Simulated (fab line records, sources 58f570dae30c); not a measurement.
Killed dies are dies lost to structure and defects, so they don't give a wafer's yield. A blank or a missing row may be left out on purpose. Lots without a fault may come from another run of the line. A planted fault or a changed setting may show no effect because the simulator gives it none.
Which tool did it? | flow berkeley_cmos170 | 14 lots, 42 wafers sampled, at 5 steps of a route of 331

WHAT THE GAUGES READ, wafer by wafer
UCB170_M3_CD_MEAS_15: target cd 700 nm.
lot  | measured     | on        | cd_nm (nm)
L289 | day 7 23:35  | cd_sem-01 | 698.8 699.9 700.2
L291 | day 7 23:47  | cd_sem-02 | 700.9 699.8 701.0
L292 | day 8 05:51  | cd_sem-01 | 700.1 700.3 701.0
L294 | day 8 15:57  | cd_sem-01 | 701.4 701.9 701.1
L295 | day 9 02:09  | cd_sem-01 | 700.9 701.0 700.0
L296 | day 9 01:33  | cd_sem-01 | 699.6 700.0 701.2
L297 | day 9 17:20  | cd_sem-01 | 700.7 702.1 701.0
L299 | day 9 21:07  | cd_sem-02 | 698.6 699.6 697.8
L301 | day 9 23:49  | cd_sem-02 | 701.5 701.8 701.4
L300 | day 10 00:37 | cd_sem-02 | 701.9 703.4 702.2
L304 | day 11 20:19 | cd_sem-02 | 706.0 706.0 707.4
L307 | day 11 20:36 | cd_sem-01 | 703.8 704.3 703.5
L310 | day 11 22:38 | cd_sem-01 | 701.9 700.8 701.9
L312 | day 12 11:11 | cd_sem-01 | 700.3 699.0 700.3

UCB170_M3_BOW_MEAS_20.
lot  | measured     | on            | M3_BOW (um)
L289 | day 8 00:13  | film_metro-03 | 44 20 40
L291 | day 8 00:23  | film_metro-04 | 34 36 26
L292 | day 8 06:27  | film_metro-04 | 43 36 33
L294 | day 8 16:34  | film_metro-03 | 40 45 40
L295 | day 9 02:45  | film_metro-04 | 33 32 36
L296 | day 9 02:23  | film_metro-02 | 33 45 46
L297 | day 9 17:56  | film_metro-04 | 50 18 37
L299 | day 9 21:43  | film_metro-03 | 42 35 34
L301 | day 10 00:25 | film_metro-02 | 38 45 32
L300 | day 10 01:14 | film_metro-04 | 33 35 30
L304 | day 11 20:55 | film_metro-04 | 26 44 45
L307 | day 11 21:16 | film_metro-02 | 43 37 41
L310 | day 11 23:19 | film_metro-02 | 40 34 37
L312 | day 12 11:47 | film_metro-03 | 31 38 29

WHICH TOOL RAN EACH LOT (tool, then ch and the chambers of the sampled wafers, then the start)
lot  | UCB170_V1_ETCH_14                  | UCB170_V1_STRIP_15                   | UCB170_M3_PEB_13
L289 | rie_diel-01 ch 2,3, day 7 14:20    | plasma_asher-04 ch 0,1, day 7 14:33  | litho_track-01 ch 0, day 7 23:19
L291 | rie_diel-03 ch 0,1,2, day 7 14:28  | plasma_asher-01 ch 0,1, day 7 14:38  | litho_track-04 ch 0, day 7 23:31
L292 | rie_diel-01 ch 0,1,3, day 7 21:41  | plasma_asher-04 ch 0,1, day 7 21:52  | litho_track-01 ch 0, day 8 05:34
L294 | rie_diel-02 ch 0,1,3, day 8 07:43  | plasma_asher-03 ch 0,1, day 8 07:54  | litho_track-01 ch 0, day 8 15:41
L295 | rie_diel-01 ch 0,2,3, day 8 15:47  | plasma_asher-01 ch 0,1, day 8 15:58  | litho_track-01 ch 0, day 9 01:36
L296 | rie_diel-02 ch 0,1,2, day 8 15:47  | plasma_asher-04 ch 0,1, day 8 15:58  | litho_track-03 ch 0, day 9 01:16
L297 | rie_diel-01 ch 0,2, day 9 09:04    | plasma_asher-04 ch 0,1, day 9 09:14  | litho_track-04 ch 0, day 9 17:04
L299 | rie_diel-02 ch 1,2,3, day 9 12:01  | plasma_asher-01 ch 0,1, day 9 12:11  | litho_track-03 ch 0, day 9 20:50
L301 | rie_diel-01 ch 0,1, day 9 14:58    | plasma_asher-04 ch 0,1, day 9 15:09  | litho_track-04 ch 0, day 9 23:32
L300 | rie_diel-02 ch 2,3, day 9 15:13    | plasma_asher-03 ch 0,1, day 9 15:23  | litho_track-04 ch 0, day 10 00:20
L304 | rie_diel-02 ch 0,2,3, day 11 10:05 | plasma_asher-01 ch 0,1, day 11 10:17 | litho_track-04 ch 0, day 11 20:02
L307 | rie_diel-01 ch 0,1,2, day 11 10:28 | plasma_asher-01 ch 0,1, day 11 10:35 | litho_track-04 ch 0, day 11 20:20
L310 | rie_diel-03 ch 1,3, day 11 10:41   | plasma_asher-01 ch 0,1, day 11 10:55 | litho_track-03 ch 0, day 11 22:22
L312 | rie_diel-03 ch 0,1,2, day 11 23:09 | plasma_asher-01 ch 0,1, day 11 23:20 | litho_track-01 ch 0, day 12 10:54
- UCB170_V1_ETCH_14: etches SiO2 in CHF3/CF4/Ar, stops on Al, target depth 1250 nm, time 291 s.
- UCB170_V1_STRIP_15: strips in O2.
- UCB170_M3_PEB_13

WHAT THE TOOLS THEMSELVES READ (means of the sampled wafers that have a number; where no wafer has one, the mark that the record gives instead)
UCB170_V1_ETCH_14.
lot  | tool        | drypump_motor_current_A (A) | oes_product_au (a.u.) | throttle_valve_pct (%)
L289 | rie_diel-01 | 5.6                         | 0.867                 | 6.95
L291 | rie_diel-03 | 6.0                         | 0.886                 | 6.93
L292 | rie_diel-01 | 5.8                         | 0.882                 | 7.02
L294 | rie_diel-02 | 5.5                         | 0.873                 | 6.99
L295 | rie_diel-01 | 5.5                         | 0.878                 | 6.92
L296 | rie_diel-02 | 5.5                         | 0.869                 | 7.02
L297 | rie_diel-01 | 5.5                         | 0.893                 | 6.88
L299 | rie_diel-02 | 5.3                         | 0.877                 | 7.01
L301 | rie_diel-01 | 5.8                         | 0.895                 | 6.99
L300 | rie_diel-02 | 5.2                         | 0.880                 | 6.98
L304 | rie_diel-02 | 5.3                         | 0.872                 | 6.95
L307 | rie_diel-01 | 5.7                         | 0.885                 | 6.97
L310 | rie_diel-03 | 6.0                         | 0.868                 | 6.91
L312 | rie_diel-03 | 5.9                         | 0.884                 | 6.93

UCB170_V1_STRIP_15.
lot  | tool            | drypump_motor_current_A (A) | oes_product_au (a.u.) | strip_time_to_endpoint_s (s)
L289 | plasma_asher-04 | 5.96                        | 0.721                 | 15.33
L291 | plasma_asher-01 | 5.54                        | 0.722                 | 15.41
L292 | plasma_asher-04 | 6.02                        | 0.716                 | 15.23
L294 | plasma_asher-03 | 5.82                        | 0.721                 | 15.24
L295 | plasma_asher-01 | 5.52                        | 0.724                 | 15.35
L296 | plasma_asher-04 | 5.93                        | 0.722                 | 15.45
L297 | plasma_asher-04 | 5.95                        | 0.723                 | 15.49
L299 | plasma_asher-01 | 5.46                        | 0.723                 | 15.17
L301 | plasma_asher-04 | 6.03                        | 0.722                 | 15.30
L300 | plasma_asher-03 | 5.82                        | 0.720                 | 15.43
L304 | plasma_asher-01 | 5.52                        | 0.719                 | 15.44
L307 | plasma_asher-01 | 5.49                        | 0.720                 | 15.41
L310 | plasma_asher-01 | 5.52                        | 0.723                 | 15.18
L312 | plasma_asher-01 | 5.53                        | 0.718                 | 15.20

UCB170_M3_PEB_13.
lot  | tool           | heater_power_total_W (W)
L289 | litho_track-01 | 56.81
L291 | litho_track-04 | 56.80
L292 | litho_track-01 | 56.81
L294 | litho_track-01 | 56.80
L295 | litho_track-01 | 56.83
L296 | litho_track-03 | 56.75
L297 | litho_track-04 | 56.82
L299 | litho_track-03 | 56.80
L301 | litho_track-04 | 56.79
L300 | litho_track-04 | 56.75
L304 | litho_track-04 | 58.29
L307 | litho_track-04 | 58.31
L310 | litho_track-03 | 56.82
L312 | litho_track-01 | 56.79

THE ANSWER, worked out from the rows above alone
Rule: what is usual is taken from the lots themselves. Put in order of their means at a reading, lots are off if they are a third of the lots or fewer, leave a main group of 4 or more, and stand apart from it by a gap of 3 or more times the standard deviation of the main group's means; of several such gaps the widest counts. A main group whose means are all the same, to the digits that the tables above print for the reading, isn't used. A lot without any number at a reading at which 4 lots or more have one is off too. The other lots that the step has rows for count as sound. The gauges are gone through in route order, then the tools' own readings, and for those a lot's mean is taken as printed above. The first step at which some lot is off is used, and at that step the reading that is off furthest; a lot without a number counts as furthest.
Off: L304, L307, at UCB170_M3_PEB_13 (heater_power_total_W). The main group: mean 56.80 W, standard deviation 0.024.
A tool fits if, at that step or a process step before it, it ran every lot that is off, and no sound lot after the first of them. One fits: litho_track-04 at UCB170_M3_PEB_13. Its last sound lot is L300 (day 10 00:20), its first lot that is off L304 (day 11 20:02): a fault that began between those two fits.
The tool's own readings at UCB170_M3_PEB_13 bear it out: on the lots that are off they differ by more than 5 times the standard deviation of the sound lots' means. heater_power_total_W reads 58.30 W there against 56.80 W on the sound lots.

WHAT THE SIMULATOR HAD PUT IN
Process parameter drift: litho_track-04, from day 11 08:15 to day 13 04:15, at UCB170_M3_PEB_13. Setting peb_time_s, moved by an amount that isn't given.
Lots struck among those shown: L304, L307. The rule above found the same.
